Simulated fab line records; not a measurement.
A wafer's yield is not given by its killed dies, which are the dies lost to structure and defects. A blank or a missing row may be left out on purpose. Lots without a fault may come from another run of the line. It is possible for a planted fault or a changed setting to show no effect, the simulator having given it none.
Problem report, 8D (eight disciplines) form, completed by code    flow berkeley cmos170    the parts of the form that need people (team, actions taken, sign-off) are left out

## 1. WHAT WENT WRONG
Wafers with no fault read 700.5 nm with a standard deviation of 1.3, whereas cd nm at UCB170_V1_CD_MEAS_90 reads a mean of 695.0 nm on 1 wafer of 1 lot. Relative to the usual mean, that is a shift of -4.2 standard deviations.
The step: target cd 700 nm.
The first sign was on wafer L330.4 at day 9 23:18, on cd sem-02. Wafers with a number at this step in the record: 39, from 13 lots. The rule behind "out" and "out of limits": a value lying over 4 standard deviations away from the usual mean. The other wafers with a number count as sound.

## 2. WHAT IT IS, AND WHAT IT ISN'T
question                     is                is not
which readings at this step  cd nm             -
which lots                   L330              L321, L322, L324, L325, L326, L335, L337, L339, L340, L342, L343, L344
which wafers of those lots   L330.4            L330.3, L330.5
read on which gauges         cd sem-02         cd sem-01
when                         from day 9 23:18  up to then (17 sound wafers); but 21 sound wafers of L335, L337, L339, L340, L342, L343, L344 came after

## 3. THE SUSPECTS, EACH WITH WHAT RULES IT OUT
Counting: any tool at a process step up to the reading remains a suspect provided it ran every lot that is out. Sound lots after the first of them don't rule it out here, since some wafers of a struck lot are sound.
- ruled out: the gauge at UCB170_V1_CD_MEAS_90. All the wafers that are out were read on cd sem-02, but those of them that UCB170_V1_ETCH_14 has rows for are out there too, on other tools.
- rtp anneal-02 at UCB170_SDANNEAL_RTA_00 (time 10 s): kept. The lot that is out, L330, ran on it at day 9 04:32; the last sound lot it ran before that was L326, at day 8 01:41.
- plasma asher-01 at UCB170_CONTACT_STRIP_06 (strips in O2): kept. The lot that is out, L330, ran on it at day 9 09:50; the last sound lot it ran before that was L324, at day 7 14:50.
- rie diel-04 at UCB170_V1_ETCH_14 (etches SiO2 in CHF3/CF4/Ar, stops on Al, target depth 1250 nm, time 291 s): kept. The lot that is out, L330, ran on it at day 9 22:54; the last sound lot it ran before that was L325, at day 8 20:31. Its own readings are out on those wafers: rf fwd power W.
- plasma asher-01 at UCB170_V1_STRIP_15 (strips in O2): kept. The lot that is out, L330, ran on it at day 9 23:07; the last sound lot it ran before that was L325, at day 8 20:43. Its own readings are out on those wafers: strip time to endpoint s.
- The sound lot-mates ran in chamber 1 of plasma asher-01 at UCB170_CONTACT_STRIP_06, but the wafers that are out ran in chamber 0.
- The sound lot-mates ran in chamber 2 of rie diel-04 at UCB170_V1_ETCH_14, but the wafers that are out ran in chamber 0.
Left after counting: rtp anneal-02 at UCB170_SDANNEAL_RTA_00, plasma asher-01 at UCB170_CONTACT_STRIP_06, rie diel-04 at UCB170_V1_ETCH_14, plasma asher-01 at UCB170_V1_STRIP_15.

## 4. THE CAUSE (what the simulator had put in)
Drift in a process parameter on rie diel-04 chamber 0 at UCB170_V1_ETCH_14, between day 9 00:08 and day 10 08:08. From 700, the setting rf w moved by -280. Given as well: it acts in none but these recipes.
Of the 4 suspects that counting leaves, this tool is one.

## 5. THE CHAIN OF EFFECTS, in route order
Each row: a reading where the mean over the struck wafers with a number is more than 3 standard deviations away from the usual. Only readings for which the record gives a usual standard deviation are gone through. hours: the time from each lot's start at the first step in this table that gives one to its start at this step, as a median over the lots. sigmas: the change in usual standard deviations.
hours  step                  reading                   usual     on struck wafers  change  sigmas
0      UCB170_V1_ETCH_14     rf fwd power W            698.3 W   418.1             -280.2  -99 or more
0      UCB170_V1_STRIP_15    strip time to endpoint s  15.32 s   16.83             +1.51   +17
0      UCB170_V1_CD_MEAS_90  cd nm                     700.5 nm  695.0             -5.5    -4.2
Its process steps:
- UCB170_V1_ETCH_14: etches SiO2 in CHF3/CF4/Ar, stops on Al, target depth 1250 nm, time 291 s.
- UCB170_V1_STRIP_15: strips in O2.

## 6. HOW IT WOULD HAVE BEEN CAUGHT EARLIER
23 hours passed between the start of the fault at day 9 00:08 and the first reading out of limits at a measuring or inspecting step in this record, taken at day 9 23:18.
Tool's own readings at UCB170_V1_ETCH_14, rf fwd power W: out on all struck wafers the step has rows for; an alarm limit on them would have tripped on the first.
Lots out: 1; all had begun UCB170_V1_ETCH_14 on rie diel-04 by day 9 23:18. Tool hold at that time: it would have spared none of them.
